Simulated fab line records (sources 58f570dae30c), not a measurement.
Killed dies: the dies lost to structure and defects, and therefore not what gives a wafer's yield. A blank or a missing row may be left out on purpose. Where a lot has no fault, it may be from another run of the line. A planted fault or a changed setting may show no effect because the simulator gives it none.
A struck lot beside a sound one -- flow berkeley_cmos170 -- 14 out of 331 route steps
Sound: these wafers, L509.2, L509.4, L509.5. Wafers L518.1, L518.2, L518.4 were the ones struck. At the end, the cause is stated.
For every step that has rows: the tool of each side, followed by ch and its chambers, followed by its first start. Under that, the readings that differ: sound wafers -- struck wafers -- difference of the means -- sigmas: that difference in standard deviations of wafers without a fault.
alike: same words and numbers on both sides, and readings whose means sit less than 2 such deviations apart. not compared: any withheld reading, any reading some wafer has no value for, any bound like >300 that may hide the same value, and any number with overlapping values for which the record gives no deviation.
The two part at a step that has a row with sigmas, a row that says differs or no value, or rows on one side only. Numbers that don't overlap but have no deviation are shown without sigmas and don't part them. A reading that every wafer of one side lacks parts them only if that side has two wafers or more.

first, 3 steps without rows for these wafers: UCB170_NSD_EXPOSE_03 (exposes mask NSELECT MOD, target cd 1200 nm); UCB170_NSD_PEB_04; UCB170_NSD_DEVELOP_05 (develop time 45 s).
UCB170_NSD_CD_MEAS_06 targets a cd of 1200 nm.
  sound on cd_sem-02 at day 8 02:49; struck on cd_sem-01 at day 10 14:23
  alike: cd_nm
UCB170_NSD_OVL_MEAS_07:
  sound on overlay-02 at day 8 02:56; struck on overlay-02 at day 10 14:31
  alike: NSD_OVL
then, 1 step without rows for these wafers: UCB170_NSD_IMPLANT_08.
UCB170_NSD_STRIP_09: strips in O2.
  sound on plasma_asher-01 ch 0,1, day 8 03:07; struck on plasma_asher-03 ch 0,1, day 10 14:42
  alike: drypump_motor_current_A, oes_product_au, strip_time_to_endpoint_s
  not compared: rf_hours_counter_h
UCB170_NSD_TW_MEAS_10:
  sound on film_metro-04 at day 8 03:13; struck on film_metro-02 at day 10 14:48
  alike: NSD_TW
then, 4 steps without rows for these wafers: UCB170_NSD_CLEAN_11 (cleans in SPM, time 600 s); UCB170_BACKSIDE_HMDS_00 (prime time 60 s); UCB170_BACKSIDE_COAT_01 (resist thk 900 nm); UCB170_BACKSIDE_SOFTBAKE_02 (time 60 s).
UCB170_BACKSIDE_STRIP_03: strips in O2.
  sound on plasma_asher-02 ch 0,1, day 8 04:08; struck on plasma_asher-02 ch 0,1, day 10 15:34
reading,sound,struck,difference,sigmas
oes_product_au (a.u.),0.746 0.730 0.733,0.020 0.020 0.020,-0.716,-99 or more
strip_time_to_endpoint_s (s),22.04 21.97 21.99,43.81 43.94 43.81,+21.85,+99 or more
model.KrF_of_BACKSIDE_COAT_01.thk_nm (nm),0 0 0,897.5 900.1 897.6,+898.4,
  alike: drypump_motor_current_A
  not compared: rf_hours_counter_h
then, 1 step without rows for these wafers: UCB170_BACKSIDE_CLEAN_04 (cleans in SPM, time 600 s).

## WHERE THEY PART
Only at UCB170_BACKSIDE_STRIP_03, as far as this record shows.

WHY: what the simulator had put in
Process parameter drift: plasma_asher-02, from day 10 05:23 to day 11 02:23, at UCB170_BACKSIDE_STRIP_03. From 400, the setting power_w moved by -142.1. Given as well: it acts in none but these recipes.
